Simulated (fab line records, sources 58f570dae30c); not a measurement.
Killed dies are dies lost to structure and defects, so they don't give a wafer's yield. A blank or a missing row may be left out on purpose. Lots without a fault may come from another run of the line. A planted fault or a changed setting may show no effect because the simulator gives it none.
Which tool did it? | flow berkeley_cmos170 | 13 lots, 39 wafers sampled, at 3 steps of a route of 331

WHAT THE GAUGES READ, wafer by wafer
UCB170_GATE_CD_MEAS_12: target cd 350 nm.
lot  | measured     | on        | cd_nm (nm)
L638 | day 7 02:52  | cd_sem-01 | 351.8 351.0 351.4
L641 | day 8 03:51  | cd_sem-01 | 351.1 351.2 350.8
L643 | day 8 04:34  | cd_sem-02 | 349.8 349.5 349.5
L642 | day 8 04:40  | cd_sem-01 | 348.9 349.2 349.0
L644 | day 8 17:08  | cd_sem-02 | 348.0 348.4 347.6
L645 | day 8 17:25  | cd_sem-02 | 349.5 350.3 349.5
L647 | day 9 02:11  | cd_sem-01 | 350.6 350.0 350.3
L646 | day 9 02:32  | cd_sem-01 | 353.3 352.6 352.1
L651 | day 10 05:13 | cd_sem-01 | 279.2 279.0 280.5
L653 | day 10 05:28 | cd_sem-02 | 352.9 351.2 351.2
L659 | day 11 13:35 | cd_sem-02 | 349.6 349.6 349.5
L661 | day 11 22:19 | cd_sem-02 | 350.3 348.4 349.7
L660 | day 11 22:19 | cd_sem-01 | 349.3 351.0 349.5

UCB170_SDANNEAL_RS_MEAS_03: measures by four-point-probe.
lot  | measured     | on            | NSD_RS (ohm/sq)
L638 | day 7 22:24  | film_metro-04 | 37.46 37.31 37.36
L641 | day 8 20:41  | film_metro-04 | 37.35 37.34 37.35
L643 | day 8 20:54  | film_metro-01 | 37.21 37.30 37.23
L642 | day 8 20:55  | film_metro-03 | 37.26 37.23 37.28
L644 | day 9 10:49  | film_metro-03 | 37.25 37.25 37.18
L645 | day 9 10:59  | film_metro-04 | 37.34 37.41 37.31
L647 | day 9 18:49  | film_metro-04 | 37.35 37.29 37.32
L646 | day 9 18:57  | film_metro-01 | 37.21 37.17 37.16
L653 | day 10 20:44 | film_metro-04 | 37.34 37.30 37.42
L659 | day 12 06:21 | film_metro-04 | 37.32 37.43 37.37
L661 | day 12 14:16 | film_metro-03 | 37.32 37.32 37.27
L660 | day 12 14:41 | film_metro-04 | 37.43 37.29 37.41

WHICH TOOL RAN EACH LOT (tool, then ch and the chambers of the sampled wafers, then the start)
lot  | UCB170_GATE_EXPOSE_09
L638 | krf_scanner-02 ch 0, day 7 02:08
L641 | krf_scanner-01 ch 0, day 8 03:28
L643 | krf_scanner-02 ch 0, day 8 03:46
L642 | krf_scanner-02 ch 0, day 8 03:54
L644 | krf_scanner-02 ch 0, day 8 16:45
L645 | krf_scanner-01 ch 0, day 8 16:59
L647 | krf_scanner-01 ch 0, day 9 01:41
L646 | krf_scanner-02 ch 0, day 9 02:05
L651 | krf_scanner-01 ch 0, day 10 04:49
L653 | krf_scanner-02 ch 0, day 10 05:04
L659 | krf_scanner-02 ch 0, day 11 13:04
L661 | krf_scanner-02 ch 0, day 11 21:35
L660 | krf_scanner-01 ch 0, day 11 21:50
- UCB170_GATE_EXPOSE_09: exposes mask POLY, target cd 350 nm.

WHAT THE TOOLS THEMSELVES READ (means of the sampled wafers that have a number; where no wafer has one, the mark that the record gives instead)
UCB170_GATE_EXPOSE_09.
lot  | tool           | reticle_temp_C (C)
L638 | krf_scanner-02 | 23.01
L641 | krf_scanner-01 | 23.08
L643 | krf_scanner-02 | 23.13
L642 | krf_scanner-02 | 22.92
L644 | krf_scanner-02 | 22.93
L645 | krf_scanner-01 | 22.97
L647 | krf_scanner-01 | 23.08
L646 | krf_scanner-02 | 23.00
L651 | krf_scanner-01 | 23.10
L653 | krf_scanner-02 | 23.05
L659 | krf_scanner-02 | 22.91
L661 | krf_scanner-02 | 22.85
L660 | krf_scanner-01 | 23.02

THE ANSWER, worked out from the rows above alone
Rule: what is usual is taken from the lots themselves. Put in order of their means at a reading, lots are off if they are a third of the lots or fewer, leave a main group of 4 or more, and stand apart from it by a gap of 3 or more times the standard deviation of the main group's means; of several such gaps the widest counts. A main group whose means are all the same, to the digits that the tables above print for the reading, isn't used. A lot without any number at a reading at which 4 lots or more have one is off too. The other lots that the step has rows for count as sound. The gauges are gone through in route order, then the tools' own readings, and for those a lot's mean is taken as printed above. The first step at which some lot is off is used, and at that step the reading that is off furthest; a lot without a number counts as furthest.
Off: L651, at UCB170_GATE_CD_MEAS_12 (cd_nm). The main group: mean 350.2 nm, standard deviation 1.2.
A tool fits if, at a process step before that reading, it ran every lot that is off, and no sound lot after the first of them. The gauges at UCB170_GATE_CD_MEAS_12 are tried like those tools. None of those tried fits.

WHAT THE SIMULATOR HAD PUT IN
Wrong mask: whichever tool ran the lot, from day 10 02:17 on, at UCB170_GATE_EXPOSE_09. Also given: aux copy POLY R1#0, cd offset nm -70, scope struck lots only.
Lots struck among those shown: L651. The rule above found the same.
